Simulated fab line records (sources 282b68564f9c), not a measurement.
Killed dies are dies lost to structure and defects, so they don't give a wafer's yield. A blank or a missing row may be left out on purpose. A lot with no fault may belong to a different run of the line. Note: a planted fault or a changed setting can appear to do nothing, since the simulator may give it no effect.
Which tool did it? :: flow rit cmos :: 39 wafers from 13 lots sampled at 3 of the route's 202 steps

## WHAT THE GAUGES SHOWED, per wafer
RIT_SILICIDE_RS_MEAS_02: uses a four-point probe to measure.
lot: L177
measured: day 3 05:59
on: film metro-01
SILICIDE_TI_RS (ohm/sq): 48.1 48.1 48.0

lot: L178
measured: day 3 11:35
on: film metro-02
SILICIDE_TI_RS (ohm/sq): 47.0 47.5 46.6

lot: L179
measured: day 3 13:31
on: film metro-02
SILICIDE_TI_RS (ohm/sq): 47.3 47.8 47.6

lot: L180
measured: day 3 17:49
on: film metro-02
SILICIDE_TI_RS (ohm/sq): 48.4 47.1 47.9

lot: L181
measured: day 4 00:59
on: film metro-01
SILICIDE_TI_RS (ohm/sq): 46.9 47.4 46.7

lot: L182
measured: day 4 07:44
on: film metro-01
SILICIDE_TI_RS (ohm/sq): 47.7 48.0 47.6

lot: L185
measured: day 4 22:55
on: film metro-01
SILICIDE_TI_RS (ohm/sq): 48.0 47.3 47.7

lot: L186
measured: day 5 06:25
on: film metro-02
SILICIDE_TI_RS (ohm/sq): 32.4 46.2 47.5

lot: L189
measured: day 5 19:14
on: film metro-01
SILICIDE_TI_RS (ohm/sq): 47.8 47.8 47.1

lot: L193
measured: day 6 13:08
on: film metro-01
SILICIDE_TI_RS (ohm/sq): 48.2 47.9 47.7

lot: L195
measured: day 6 22:25
on: film metro-01
SILICIDE_TI_RS (ohm/sq): 48.7 49.0 47.9

lot: L197
measured: day 7 10:09
on: film metro-02
SILICIDE_TI_RS (ohm/sq): 48.1 48.9 47.3

lot: L199
measured: day 7 18:14
on: film metro-01
SILICIDE_TI_RS (ohm/sq): 47.6 48.2 48.1

RIT_SILICIDE_THK_MEAS_03: measures by xrf.
lot: L177
measured: day 3 06:06
on: film metro-01
SILICIDE_TI_THK (nm): 29.71 29.57 29.81

lot: L178
measured: day 3 11:42
on: film metro-02
SILICIDE_TI_THK (nm): 30.08 29.79 30.28

lot: L179
measured: day 3 13:38
on: film metro-02
SILICIDE_TI_THK (nm): 30.06 29.70 29.75

lot: L180
measured: day 3 17:55
on: film metro-02
SILICIDE_TI_THK (nm): 29.59 30.07 29.78

lot: L181
measured: day 4 01:06
on: film metro-01
SILICIDE_TI_THK (nm): 30.35 30.00 30.39

lot: L182
measured: day 4 07:51
on: film metro-01
SILICIDE_TI_THK (nm): 29.74 29.72 29.72

lot: L185
measured: day 4 23:02
on: film metro-01
SILICIDE_TI_THK (nm): 29.71 29.98 29.75

lot: L186
measured: day 5 06:31
on: film metro-02
SILICIDE_TI_THK (nm): 40.77 30.73 29.91

lot: L189
measured: day 5 19:19
on: film metro-01
SILICIDE_TI_THK (nm): 29.67 29.73 30.09

lot: L193
measured: day 6 13:15
on: film metro-01
SILICIDE_TI_THK (nm): 29.55 29.63 29.77

lot: L195
measured: day 6 22:32
on: film metro-01
SILICIDE_TI_THK (nm): 29.33 29.27 29.67

lot: L197
measured: day 7 10:16
on: film metro-02
SILICIDE_TI_THK (nm): 29.52 29.30 29.93

lot: L199
measured: day 7 18:21
on: film metro-01
SILICIDE_TI_THK (nm): 29.95 29.73 29.67

## WHICH TOOL RAN EACH LOT (tool, then ch and the chambers of the sampled wafers, then the start)
lot: L177
RIT_SILICIDE_SPUTTER_01: pvd sputter-02, day 3 05:49

lot: L178
RIT_SILICIDE_SPUTTER_01: pvd sputter-04, day 3 11:25

lot: L179
RIT_SILICIDE_SPUTTER_01: pvd sputter-02, day 3 13:22

lot: L180
RIT_SILICIDE_SPUTTER_01: pvd sputter-04, day 3 17:38

lot: L181
RIT_SILICIDE_SPUTTER_01: pvd sputter-02, day 4 00:50

lot: L182
RIT_SILICIDE_SPUTTER_01: pvd sputter-04, day 4 07:34

lot: L185
RIT_SILICIDE_SPUTTER_01: pvd sputter-02, day 4 22:46

lot: L186
RIT_SILICIDE_SPUTTER_01: pvd sputter-04, day 5 06:14

lot: L189
RIT_SILICIDE_SPUTTER_01: pvd sputter-02, day 5 19:01

lot: L193
RIT_SILICIDE_SPUTTER_01: pvd sputter-02, day 6 12:59

lot: L195
RIT_SILICIDE_SPUTTER_01: pvd sputter-02, day 6 22:16

lot: L197
RIT_SILICIDE_SPUTTER_01: pvd sputter-02, day 7 10:00

lot: L199
RIT_SILICIDE_SPUTTER_01: pvd sputter-02, day 7 18:05
- RIT_SILICIDE_SPUTTER_01: material Ti, target thk 30 nm, time 240 s.

## AS READ BY THE TOOLS THEMSELVES (means over the sampled wafers that have a number; for cases with no such wafer, the mark the record gives instead)
RIT_SILICIDE_SPUTTER_01.
lot: L177
tool: pvd sputter-02
chamber pressure pa (Pa): 0.6679
throttle valve pct (%): 29.7

lot: L178
tool: pvd sputter-04
chamber pressure pa (Pa): 0.6666
throttle valve pct (%): 28.4

lot: L179
tool: pvd sputter-02
chamber pressure pa (Pa): 0.6681
throttle valve pct (%): 30.4

lot: L180
tool: pvd sputter-04
chamber pressure pa (Pa): 0.6658
throttle valve pct (%): 29.2

lot: L181
tool: pvd sputter-02
chamber pressure pa (Pa): 0.6671
throttle valve pct (%): 31.0

lot: L182
tool: pvd sputter-04
chamber pressure pa (Pa): 0.6669
throttle valve pct (%): 28.4

lot: L185
tool: pvd sputter-02
chamber pressure pa (Pa): 0.6681
throttle valve pct (%): 30.3

lot: L186
tool: pvd sputter-04
chamber pressure pa (Pa): 0.6662
throttle valve pct (%): 29.2

lot: L189
tool: pvd sputter-02
chamber pressure pa (Pa): 0.6658
throttle valve pct (%): 30.8

lot: L193
tool: pvd sputter-02
chamber pressure pa (Pa): 0.6671
throttle valve pct (%): 30.1

lot: L195
tool: pvd sputter-02
chamber pressure pa (Pa): 0.6668
throttle valve pct (%): 30.2

lot: L197
tool: pvd sputter-02
chamber pressure pa (Pa): 0.6672
throttle valve pct (%): 31.2

lot: L199
tool: pvd sputter-02
chamber pressure pa (Pa): 0.6682
throttle valve pct (%): 30.9

## THE ANSWER, worked out from the rows above alone
Rule: usual is defined by the lots themselves. The widest of any qualifying gaps counts: lots, ordered by their means at a reading, are off when they make up no more than a third of the lots, leave a main group of 4 or more, and stand apart from it by 3 or more times the standard deviation of that group's means. A main group whose means are all the same, to the digits that the tables above print for the reading, isn't used. Also off: a lot with no number at a reading for which 4 or more lots have one. All remaining lots with rows at the step are treated as sound. First the gauges in route order, then the tools' own readings, where a lot's mean is used as printed above. The first step at which some lot is off is used, and at that step the reading that is off furthest; a lot without a number counts as furthest.
Off: L186, at RIT_SILICIDE_RS_MEAS_02 (SILICIDE_TI_RS). Main group: mean 47.8 ohm/sq, sd 0.42.
A tool fits if, at a process step before that reading, it ran every lot that is off, and no sound lot after the first of them. The gauges at RIT_SILICIDE_RS_MEAS_02 are tried like those tools. One fits: pvd sputter-04 at RIT_SILICIDE_SPUTTER_01. A fault onset in the window from L182 (day 4 07:34, its last sound lot) to L186 (day 5 06:14, its first lot off) fits.

## WHAT HAD BEEN PUT IN BY THE SIMULATOR
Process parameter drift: pvd sputter-04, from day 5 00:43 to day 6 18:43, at RIT_SILICIDE_SPUTTER_01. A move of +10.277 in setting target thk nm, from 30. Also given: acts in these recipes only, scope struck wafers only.
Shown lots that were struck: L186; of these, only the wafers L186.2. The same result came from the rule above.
